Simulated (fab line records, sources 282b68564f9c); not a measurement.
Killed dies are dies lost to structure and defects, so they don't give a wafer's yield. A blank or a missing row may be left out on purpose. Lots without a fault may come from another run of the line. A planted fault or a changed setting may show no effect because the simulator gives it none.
fab line records | flow rit_cmos
record lots=15 wafers=45 last_day=7
route steps=202 shown NWELL@51 GATE@93 PLDD@115 NSD@140
lots that met no fault: from a run of the same line without faults
start_h: hours from the record's first day to the start of the lot's first wafer shown | wait_h: hours since the lot's step before | " the same as in the row above | L1.1+2: a row that stands for several wafers | - no value, or no start given | * or withheld: withheld | < > ~ a bound
route shown NAME@n: a module of which the file shows steps, and the number in the route of the first | usual: mean/standard deviation of fault-free wafers | same: alike in all rows | chamber/n: place in a boat | sites: the reading at each site | _std_site: their standard deviation | _edge_site: outer sites' mean less inner sites' | radius_mm: how far each site lies from the wafer's centre | mask NAME#n: copy n | behind: the tool/chamber that last shaped the wafer | hold: why the lot was held/for how many hours/how that ended | device: the transistor (n, p or np) that didn't switch | end of line: the same wafers' tests at the end of the route | a step without rows: its recipe alone | killed: dies lost to structure and defects at the first sort, not the wafer's yield | map: a wafer's dies, x killed, . not, _ none there
set.NAME: the setting as run; set.NAME@STEP: as run at that earlier step | model.NAME: the simulator's own value behind a step, which no gauge read
steps of the route over a sample of lots; a table a step, a row a wafer
services: from which hour (start_h, from the record's first day; less than 0 if before it) a tool's chamber was out of use, for how many hours, and why
## steps
# step RIT_WELLDRIVE_RS_MEAS_01
# recipe thk_meas_gauge=four-point-probe
# usual NWELL_RS=275.5/0.82
# columns lot.wafer tool chamber start_h wait_h NWELL_RS[ohm/sq]
L693.3 film_metro-04 - 28.62 0.0 276.3
L693.4 " - " " 276.4
L693.5 " - " " 276.0
L695.3 film_metro-04 - 37.93 0.0 275.5
L695.5 " - " " 275.6
L695.6 " - " " 275.5
L696.2 film_metro-04 - 44.80 0.0 274.1
L696.3 " - " " 273.8
L696.5 " - " " 274.0
L698.1 film_metro-02 - 54.44 0.0 275.4
L698.3 " - " " 275.4
L698.6 " - " " 274.5
L699.2 film_metro-04 - 60.12 0.0 275.5
L699.5 " - " " 275.1
L699.6 " - " " 275.2
L701.3 film_metro-04 - 69.79 0.0 274.9
L701.4 " - " " 275.9
L701.6 " - " " 275.1
L703.1 film_metro-04 - 78.53 0.0 276.2
L703.4 " - " " 275.8
L703.6 " - " " 276.1
L704.2 film_metro-02 - 84.27 0.0 276.0
L704.5 " - " " 276.8
L704.6 " - " " 275.8
L705.2 film_metro-02 - 87.89 0.0 275.9
L705.3 " - " " 275.8
L705.6 " - " " 275.1
L706.2 film_metro-01 - 93.09 0.0 276.2
L706.3 " - " " 276.4
L706.5 " - " " 275.9
L707.3 film_metro-02 - 98.19 0.0 275.9
L707.4 " - " " 275.6
L707.5 " - " " 276.1
L709.2 film_metro-04 - 110.02 0.0 275.6
L709.3 " - " " 276.2
L709.4 " - " " 275.1
L711.1 film_metro-02 - 117.53 0.0 274.3
L711.3 " - " " 275.3
L711.6 " - " " 274.9
L715.4 film_metro-01 - 137.75 0.1 275.4
L715.5 " - " " 276.5
L715.6 " - " " 276.2
L716.2 film_metro-01 - 143.30 0.0 273.8
L716.4 " - " " 274.3
L716.5 " - " " 273.5
# step RIT_GATE_OVL_MEAS_17
# usual GATE_OVL=-0.1/1.7
# columns lot.wafer tool chamber start_h wait_h GATE_OVL[nm]
L693.3 overlay-02 - 36.71 0.1 -1.8
L693.4 " - " " 0.0
L693.5 " - " " -0.5
L695.3 overlay-02 - 49.61 0.1 -0.4
L695.5 " - " " -1.8
L695.6 " - " " -1.5
L696.2 overlay-02 - 55.14 0.1 -1.1
L696.3 " - " " -1.5
L696.5 " - " " 0.4
L698.1 overlay-01 - 62.90 0.1 -1.1
L698.3 " - " " 0.9
L698.6 " - " " 0.1
L699.2 overlay-01 - 69.71 0.1 0.2
L699.5 " - " " -1.1
L699.6 " - " " 1.1
L701.3 overlay-02 - 77.76 0.1 -3.7
L701.4 " - " " -3.3
L701.6 " - " " -2.9
L703.1 overlay-02 - 88.83 0.1 -0.5
L703.4 " - " " 2.0
L703.6 " - " " 1.9
L704.2 overlay-01 - 92.75 0.1 -2.1
L704.5 " - " " -2.6
L704.6 " - " " -2.0
L705.2 overlay-01 - 96.16 0.1 -1.3
L705.3 " - " " -1.7
L705.6 " - " " -0.1
L706.2 overlay-02 - 101.54 0.1 0.0
L706.3 " - " " 0.3
L706.5 " - " " 0.5
L707.3 overlay-01 - 106.32 0.1 0.8
L707.4 " - " " 1.8
L707.5 " - " " 3.5
L709.2 overlay-02 - 120.25 0.1 -0.7
L709.3 " - " " -0.1
L709.4 " - " " -0.2
L711.1 overlay-01 - 126.08 0.1 1.0
L711.3 " - " " 1.8
L711.6 " - " " 2.2
L715.4 overlay-02 - 147.00 0.1 1.4
L715.5 " - " " -1.7
L715.6 " - " " -1.3
L716.2 overlay-02 - 151.41 0.1 1.1
L716.4 " - " " 2.5
L716.5 " - " " 4.3
# step RIT_PLDD_COAT_01
# recipe resist=NOVOLAK spin_rpm=3250 resist_thk_nm=1000
# usual chill_plate_temp_C=23.00/0.12 dispense_pressure_kPa=51/3.3
# columns lot.wafer tool chamber start_h wait_h chill_plate_temp_C dispense_pressure_kPa
L693.3 litho_track-03 0 42.91 0.1 22.95 54
L693.4 " 0 " " 23.10 54
L693.5 " 0 " " 23.20 54
L695.3 litho_track-03 0 56.53 0.1 22.92 54
L695.5 " 0 " " 22.99 54
L695.6 " 0 " " 22.87 54
L696.2 litho_track-01 0 60.83 0.1 23.04 52
L696.3 " 0 " " 22.84 52
L696.5 " 0 " " 22.80 52
L698.1 litho_track-02 0 68.11 0.1 23.15 46
L698.3 " 0 " " 23.10 46
L698.6 " 0 " " 23.19 46
L699.2 litho_track-02 0 75.46 0.1 23.11 46
L699.5 " 0 " " 23.08 46
L699.6 " 0 " " 23.34 46
L701.3 litho_track-02 0 83.06 0.1 22.88 46
L701.4 " 0 " " 22.74 46
L701.6 " 0 " " 22.91 46
L703.1 litho_track-02 0 94.39 0.1 22.88 46
L703.4 " 0 " " 23.02 46
L703.6 " 0 " " 22.88 46
L704.2 litho_track-01 0 98.03 0.1 23.03 52
L704.5 " 0 " " 23.01 52
L704.6 " 0 " " 23.02 52
L705.2 litho_track-01 - 101.90 0.1 - -
L705.3 " - " " - -
L705.6 " - " " - -
L706.2 litho_track-01 - 106.92 0.1 - -
L706.3 " - " " - -
L706.5 " - " " - -
L707.3 litho_track-02 - 111.65 0.1 - -
L707.4 " - " " - -
L707.5 " - " " - -
L709.2 litho_track-02 0 125.94 0.1 23.13 46
L709.3 " 0 " " 23.27 46
L709.4 " 0 " " 23.14 46
L711.1 litho_track-01 0 131.99 0.1 23.00 52
L711.3 " 0 " " 23.06 52
L711.6 " 0 " " 22.95 52
L715.4 litho_track-01 0 152.29 0.1 22.88 52
L715.5 " 0 " " 22.83 52
L715.6 " 0 " " 22.98 52
L716.2 litho_track-03 0 156.73 0.1 23.01 54
L716.4 " 0 " " 23.15 54
L716.5 " 0 " " 23.08 54
# step RIT_PLDD_OVL_MEAS_06
# usual PLDD_OVL=0.7/1.3
# columns lot.wafer tool chamber start_h wait_h PLDD_OVL[nm]
L693.3 overlay-01 - 43.57 - 0.0
L693.4 " - " " -1.3
L693.5 " - " " -0.8
L695.3 overlay-01 - 57.20 - 2.4
L695.5 " - " " 1.7
L695.6 " - " " 2.0
L696.2 overlay-01 - 61.51 - -0.6
L696.3 " - " " 1.6
L696.5 " - " " 0.8
L698.1 overlay-02 - 68.81 - 0.9
L698.3 " - " " 1.1
L698.6 " - " " 0.1
L699.2 overlay-01 - 76.26 - 1.8
L699.5 " - " " 1.1
L699.6 " - " " 2.0
L701.3 overlay-02 - 83.85 - 0.2
L701.4 " - " " -2.9
L701.6 " - " " -0.8
L703.1 overlay-02 - 95.09 - 1.0
L703.4 " - " " -0.2
L703.6 " - " " 0.5
L704.2 overlay-01 - 98.72 - -0.1
L704.5 " - " " 1.4
L704.6 " - " " -1.2
L705.2 overlay-01 - 102.58 - -
L705.3 " - " " -
L705.6 " - " " -
L706.2 overlay-01 - 107.60 - -
L706.3 " - " " -
L706.5 " - " " -
L707.3 overlay-02 - 112.31 - -
L707.4 " - " " -
L707.5 " - " " -
L709.2 overlay-02 - 126.75 - 1.2
L709.3 " - " " 0.6
L709.4 " - " " 0.4
L711.1 overlay-02 - 132.69 - -0.5
L711.3 " - " " 0.8
L711.6 " - " " 0.5
L715.4 overlay-01 - 153.06 - -0.5
L715.5 " - " " -0.9
L715.6 " - " " -0.7
L716.2 overlay-02 - 157.47 - -1.8
L716.4 " - " " 2.2
L716.5 " - " " 2.5
# step RIT_NSD_STRIP_09
# recipe chemistry=O2 time_s=180 resist=NOVOLAK platen_temp_c=withheld power_w=500 pressure_mtorr=4000 o2_flow_sccm=4000
# usual chamber_pressure_mTorr=4000/3.8 drypump_motor_current_A=6.0/0.52
# same time_s=180
# columns lot.wafer tool chamber start_h wait_h chamber_pressure_mTorr drypump_motor_current_A rf_hours_counter_h
L693.3 plasma_asher-01 0 48.14 0.1 3999 6.1 -
L693.4 " 1 " " 4006 6.0 -
L693.5 " 0 " " 4003 6.1 -
L695.3 plasma_asher-01 1 61.65 0.1 4000 6.0 -
L695.5 " 0 " " 4001 6.1 -
L695.6 " 1 " " 4000 6.0 -
L696.2 plasma_asher-03 0 65.89 0.1 4005 6.4 45
L696.3 " 0 " " 3999 6.3 -
L696.5 " 0 " " 4009 6.3 -
L698.1 plasma_asher-02 1 73.39 0.1 4002 5.0 39
L698.3 " 0 " " 4001 6.7 -
L698.6 " 0 " " 4003 6.8 -
L699.2 plasma_asher-01 0 80.52 0.1 3998 6.1 42
L699.5 " 1 " " 3999 6.0 -
L699.6 " 0 " " 4007 6.1 -
L701.3 plasma_asher-03 0 88.26 0.1 3999 6.4 -
L701.4 " 1 " " 3997 5.8 -
L701.6 " 1 " " 3996 5.8 -
L703.1 plasma_asher-01 1 99.75 0.1 4007 6.0 44
L703.4 " 1 " " 4000 6.0 -
L703.6 " 1 " " 4000 6.0 -
L704.2 plasma_asher-01 0 103.18 0.1 4004 6.1 45
L704.5 " 1 " " 4001 6.0 -
L704.6 " 0 " " 3994 6.1 -
L705.2 plasma_asher-03 1 106.86 0.1 4003 5.8 50
L705.3 " 0 " " 3994 6.3 -
L705.6 " 1 " " 4003 5.8 -
L706.2 plasma_asher-01 1 112.18 0.3 3998 6.0 46
L706.3 " 0 " " 4000 6.1 -
L706.5 " 1 " " 4006 6.0 -
L707.3 plasma_asher-01 0 116.63 0.1 3995 6.1 -
L707.4 " 1 " " 4000 6.0 -
L707.5 " 1 " " 3999 6.0 -
L709.2 plasma_asher-03 1 131.56 0.1 3997 5.8 1
L709.3 " 1 " " 3998 5.8 -
L709.4 " 0 " " 3997 6.3 -
L711.1 plasma_asher-02 1 136.94 0.1 4003 4.9 46
L711.3 " 0 " " 4004 6.7 -
L711.6 " 1 " " 4001 5.0 -
L715.4 plasma_asher-02 1 157.85 0.1 4004 4.9 -
L715.5 " 1 " " 3994 4.9 -
L715.6 " 0 " " 4009 6.7 -
L716.2 plasma_asher-02 1 161.77 0.1 4003 4.9 49
L716.4 " 0 " " 3993 6.8 -
L716.5 " 1 " " 4005 5.0 -
# step RIT_NSD_TW_MEAS_10
# usual NSD_TW=3117/29
# columns lot.wafer tool chamber start_h wait_h hold NSD_TW
L693.3 film_metro-02 - 48.27 0.1 - 3104
L693.4 " - " " - 3087
L693.5 " - " " - 3095
L695.3 film_metro-01 - 61.79 0.1 - 3127
L695.5 " - " " - 3130
L695.6 " - " " - 3131
L696.2 film_metro-02 - 66.08 0.1 - 3090
L696.3 " - " " - 3101
L696.5 " - " " - 3085
L698.1 film_metro-02 - 73.59 0.1 - 3098
L698.3 " - " " - 3093
L698.6 " - " " - 3096
L699.2 film_metro-01 - 80.71 0.1 - 3149
L699.5 " - " " - 3166
L699.6 " - " " - 3156
L701.3 film_metro-01 - 88.40 0.1 - 3149
L701.4 " - " " - 3169
L701.6 " - " " - 3139
L703.1 film_metro-02 - 99.92 0.1 - 3101
L703.4 " - " " - 3119
L703.6 " - " " - 3095
L704.2 film_metro-01 - 103.37 0.1 - 3145
L704.5 " - " " - 3156
L704.6 " - " " - 3164
L705.2 film_metro-03 - 107.04 0.1 await_dispo/0.2h/release 3269
L705.3 " - " " await_dispo/0.2h/release 3263
L705.6 " - " " await_dispo/0.2h/release 3263
L705.2 film_metro-03 - 107.27 0.2 - 3273
L705.3 " - " " - 3262
L705.6 " - " " - 3277
L706.2 film_metro-02 - 112.37 0.1 await_dispo/0.2h/release 3273
L706.3 " - " " await_dispo/0.2h/release 3276
L706.5 " - " " await_dispo/0.2h/release 3281
L706.2 film_metro-02 - 112.60 0.2 - 3274
L706.3 " - " " - 3292
L706.5 " - " " - 3292
L707.3 film_metro-03 - 116.76 0.1 await_dispo/0.2h/release 3269
L707.4 " - " " await_dispo/0.2h/release 3260
L707.5 " - " " await_dispo/0.2h/release 3265
L707.3 film_metro-03 - 116.99 0.2 - 3271
L707.4 " - " " - 3245
L707.5 " - " " - 3287
L709.2 film_metro-01 - 131.75 0.1 - 3154
L709.3 " - " " - 3165
L709.4 " - " " - 3153
L711.1 film_metro-01 - 137.11 0.1 - 3131
L711.3 " - " " - 3163
L711.6 " - " " - 3155
L715.4 film_metro-03 - 158.00 0.1 - 3080
L715.5 " - " " - 3082
L715.6 " - " " - 3066
L716.2 film_metro-01 - 161.95 0.1 - 3146
L716.4 " - " " - 3145
L716.5 " - " " - 3155
## services
# columns tool chamber start_h hours kind
plasma_asher-02 - 50.39 3.1 repair
plasma_asher-03 - 108.75 9.0 pm
plasma_asher-03 0 108.75 9.0 vent_cycle
plasma_asher-03 1 108.75 9.0 vent_cycle
plasma_asher-02 - 111.69 0.8 repair
plasma_asher-03 0 117.75 - clean
plasma_asher-03 1 117.75 - clean
plasma_asher-01 - 122.12 4.2 pm
## key
first_sign step=RIT_PLDD_COAT_01 reading=tool_record direction=missing
effect step=RIT_PLDD_OVL_MEAS_06 reading=PLDD_OVL direction=missing
effect step=RIT_NSD_TW_MEAS_10 reading=NSD_TW direction=up sigmas=5.3 usual=3117 struck=3269
met_at RIT_PLDD_COAT_01
struck_lots L705,L706,L707
sort_left_out L705.2,L705.3,L705.6,L706.2,L706.3,L706.5,L707.3,L707.4,L707.5
tester_left_out L705,L706,L707
not_acting_at RIT_WELLDRIVE_RS_MEAS_01,RIT_GATE_OVL_MEAS_17,RIT_NSD_STRIP_09
onset_between 98.03 101.90
fault kind=skipped_step_whole tool=litho_track-01,litho_track-02 chamber=- onset_h=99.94 steps=RIT_PLDD_COAT_01 scope=struck_lots_only
# tester_left_out: of these lots the tester's yield and bins aren't shown, on N5 and GAA mostly nor the transistor test; their killed dies are dies lost to structure and defects alone, not to doping, threshold or leakage, so they don't give the yield
# sort_left_out: the simulated sort isn't trusted on such a fault, so these wafers' sort isn't shown, and their yield isn't known
